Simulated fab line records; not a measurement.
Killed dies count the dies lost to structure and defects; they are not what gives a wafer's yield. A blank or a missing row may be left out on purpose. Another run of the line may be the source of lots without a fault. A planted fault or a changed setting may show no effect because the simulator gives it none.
Split-lot trial :: flow rit_cmos :: route with 202 steps; 5 lots, 23 wafers read

== ON THE SPLIT ==
At RIT_NLDD_COAT_01 (resist thk 1000 nm), the setting spin_rpm was moved away from the recipe's 3250 rpm on 8 of the 23 wafers read, by -5.2% to +5.7%. All remaining wafers had this setting at the recipe value.

== FROM THE SPLIT TO THE READING: what the file shows between them, 3 steps ==
- RIT_NLDD_SOFTBAKE_02: time 60 s
- RIT_NLDD_EXPOSE_03: exposes mask M7, target cd 40700 nm
- RIT_NLDD_DEVELOP_05: develop time 50 s

== THE READING ==
NOVOLAK_of_NLDD_COAT_01.thk_nm (the simulator's own value, which no gauge read), in nm, at RIT_NLDD_HARDBAKE_07 (time 60 s). There is no usual value for it anywhere in the file. Here, 15 wafers ran the recipe; their average is 884.6 nm with a standard deviation of 2.3 nm.

wafer: L077.1
tool, chamber at the split: litho_track-03, 0
spin_rpm as run, rpm: 3250
against the recipe: recipe
NOVOLAK_of_NLDD_COAT_01.thk_nm, nm: 884.7
against lot-mates on the recipe: -

wafer: L077.2
tool, chamber at the split: litho_track-03, 0
spin_rpm as run, rpm: 3250
against the recipe: recipe
NOVOLAK_of_NLDD_COAT_01.thk_nm, nm: 882.6
against lot-mates on the recipe: -

wafer: L077.3
tool, chamber at the split: litho_track-03, 0
spin_rpm as run, rpm: 3081
against the recipe: -5.2%
NOVOLAK_of_NLDD_COAT_01.thk_nm, nm: 910.6
against lot-mates on the recipe: +26.4

wafer: L077.5
tool, chamber at the split: litho_track-03, 0
spin_rpm as run, rpm: 3081
against the recipe: -5.2%
NOVOLAK_of_NLDD_COAT_01.thk_nm, nm: 908.6
against lot-mates on the recipe: +24.4

wafer: L077.6
tool, chamber at the split: litho_track-03, 0
spin_rpm as run, rpm: 3250
against the recipe: recipe
NOVOLAK_of_NLDD_COAT_01.thk_nm, nm: 885.3
against lot-mates on the recipe: -

wafer: L078.1
tool, chamber at the split: litho_track-01, 0
spin_rpm as run, rpm: 3186
against the recipe: -2.0%
NOVOLAK_of_NLDD_COAT_01.thk_nm, nm: 896
against lot-mates on the recipe: +8.0

wafer: L078.2
tool, chamber at the split: litho_track-01, 0
spin_rpm as run, rpm: 3250
against the recipe: recipe
NOVOLAK_of_NLDD_COAT_01.thk_nm, nm: 888.5
against lot-mates on the recipe: -

wafer: L078.3
tool, chamber at the split: litho_track-01, 0
spin_rpm as run, rpm: 3186
against the recipe: -2.0%
NOVOLAK_of_NLDD_COAT_01.thk_nm, nm: 896.3
against lot-mates on the recipe: +8.2

wafer: L078.4
tool, chamber at the split: litho_track-01, 0
spin_rpm as run, rpm: 3250
against the recipe: recipe
NOVOLAK_of_NLDD_COAT_01.thk_nm, nm: 887.6
against lot-mates on the recipe: -

wafer: L078.5
tool, chamber at the split: litho_track-01, 0
spin_rpm as run, rpm: 3186
against the recipe: -2.0%
NOVOLAK_of_NLDD_COAT_01.thk_nm, nm: 895
against lot-mates on the recipe: +7.0

wafer: L079.1
tool, chamber at the split: litho_track-03, 0
spin_rpm as run, rpm: 3435
against the recipe: +5.7%
NOVOLAK_of_NLDD_COAT_01.thk_nm, nm: 859.3
against lot-mates on the recipe: -22.6

wafer: L079.3
tool, chamber at the split: litho_track-03, 0
spin_rpm as run, rpm: 3435
against the recipe: +5.7%
NOVOLAK_of_NLDD_COAT_01.thk_nm, nm: 859.3
against lot-mates on the recipe: -22.6

wafer: L079.2
tool, chamber at the split: litho_track-03, 0
spin_rpm as run, rpm: 3250
against the recipe: recipe
NOVOLAK_of_NLDD_COAT_01.thk_nm, nm: 881.5
against lot-mates on the recipe: -

wafer: L079.4
tool, chamber at the split: litho_track-03, 0
spin_rpm as run, rpm: 3250
against the recipe: recipe
NOVOLAK_of_NLDD_COAT_01.thk_nm, nm: 882.3
against lot-mates on the recipe: -

wafer: L079.5
tool, chamber at the split: litho_track-03, 0
spin_rpm as run, rpm: 3435
against the recipe: +5.7%
NOVOLAK_of_NLDD_COAT_01.thk_nm, nm: 856.8
against lot-mates on the recipe: -25.1

wafer: L082.2
tool, chamber at the split: litho_track-01, 0
spin_rpm as run, rpm: 3250
against the recipe: recipe
NOVOLAK_of_NLDD_COAT_01.thk_nm, nm: 885.9
against lot-mates on the recipe: -

wafer: L082.3
tool, chamber at the split: litho_track-01, 0
spin_rpm as run, rpm: 3250
against the recipe: recipe
NOVOLAK_of_NLDD_COAT_01.thk_nm, nm: 886.8
against lot-mates on the recipe: -

wafer: L082.4
tool, chamber at the split: litho_track-01, 0
spin_rpm as run, rpm: 3250
against the recipe: recipe
NOVOLAK_of_NLDD_COAT_01.thk_nm, nm: 885.3
against lot-mates on the recipe: -

wafer: L082.5
tool, chamber at the split: litho_track-01, 0
spin_rpm as run, rpm: 3250
against the recipe: recipe
NOVOLAK_of_NLDD_COAT_01.thk_nm, nm: 886.5
against lot-mates on the recipe: -

wafer: L082.6
tool, chamber at the split: litho_track-01, 0
spin_rpm as run, rpm: 3250
against the recipe: recipe
NOVOLAK_of_NLDD_COAT_01.thk_nm, nm: 885.5
against lot-mates on the recipe: -

wafer: L084.1
tool, chamber at the split: litho_track-03, 0
spin_rpm as run, rpm: 3250
against the recipe: recipe
NOVOLAK_of_NLDD_COAT_01.thk_nm, nm: 883.5
against lot-mates on the recipe: -

wafer: L084.3
tool, chamber at the split: litho_track-03, 0
spin_rpm as run, rpm: 3250
against the recipe: recipe
NOVOLAK_of_NLDD_COAT_01.thk_nm, nm: 881.5
against lot-mates on the recipe: -

wafer: L084.5
tool, chamber at the split: litho_track-03, 0
spin_rpm as run, rpm: 3250
against the recipe: recipe
NOVOLAK_of_NLDD_COAT_01.thk_nm, nm: 881.2
against lot-mates on the recipe: -

FIT RESULTS
A straight line over all 23 wafers: NOVOLAK_of_NLDD_COAT_01.thk_nm changes by -4.74 nm for each +1% of spin_rpm; r = -0.99; the points scatter about the line by 2.1 nm.
The same after taking each lot's own level away (the mean of its wafers on the recipe; 23 wafers): -4.36 nm for each +1%; r = -0.99; scatter 1.3 nm.
The reading moves by 25 nm for the largest change in spin_rpm, on that fit.
Measured against the standard deviation above, the lots' own levels, which go from 881.90 to 888.05 nm, span 2.7 times it.
Consequently the slope shifts little with the lot-to-lot level, the two slopes agreeing.
Check: -25.1 nm against its lot-mates is what the line predicts for one of the wafers moved furthest among these (+5.7%) when that wafer is left out of the fit. It came out at -22.6 nm against them.

== FURTHER SPLITS ON THESE WAFERS ==
Before the reading, these wafers also passed through other splits. Each is held against what the fit with the lots' levels taken away leaves over:
other split on the same wafers: RIT_FOX2_OXIDATION_00 temp_c
wafers away from the commonest value: 10
r with NOVOLAK_of_NLDD_COAT_01.thk_nm (lot level and that fit taken away): +0.15

other split on the same wafers: RIT_NWELL_IMPLANT_08 dose_cm2
wafers away from the commonest value: 8
r with NOVOLAK_of_NLDD_COAT_01.thk_nm (lot level and that fit taken away): -0.01

other split on the same wafers: RIT_PWELL_IMPLANT_08 energy_kev
wafers away from the commonest value: 10
r with NOVOLAK_of_NLDD_COAT_01.thk_nm (lot level and that fit taken away): -0.21

other split on the same wafers: RIT_NRETRO_IMPLANT_08 dose_cm2
wafers away from the commonest value: 5
r with NOVOLAK_of_NLDD_COAT_01.thk_nm (lot level and that fit taken away): -0.27

other split on the same wafers: RIT_PRETRO_DEVELOP_05 dev_temp_c
wafers away from the commonest value: 10
r with NOVOLAK_of_NLDD_COAT_01.thk_nm (lot level and that fit taken away): +0.24

other split on the same wafers: RIT_GATE_CVD_08 pressure_mtorr
wafers away from the commonest value: 15
r with NOVOLAK_of_NLDD_COAT_01.thk_nm (lot level and that fit taken away): +0.03

other split on the same wafers: RIT_GATE_SOFTBAKE_12 temp_c
wafers away from the commonest value: 7
r with NOVOLAK_of_NLDD_COAT_01.thk_nm (lot level and that fit taken away): +0.21

== THE WHOLE CHAIN: every reading that the file lists as answering this split, in the file's order ==
step: RIT_NLDD_COAT_01
what it does: resist thk 1000 nm
reading: NOVOLAK_of_NLDD_COAT_01.thk_nm (the simulator's own value, which no gauge read)
change (the file's fit): -5.06 nm for each +1% of the setting
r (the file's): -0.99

step: RIT_NLDD_HARDBAKE_07
what it does: time 60 s
reading: NOVOLAK_of_NLDD_COAT_01.thk_nm (the simulator's own value, which no gauge read)
change (the file's fit): -4.43 nm for each +1% of the setting
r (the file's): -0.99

== FILE'S OWN FIT ==
NOVOLAK_of_NLDD_COAT_01.thk_nm changes by -4.43 nm for each +1% of spin_rpm, r = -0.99.
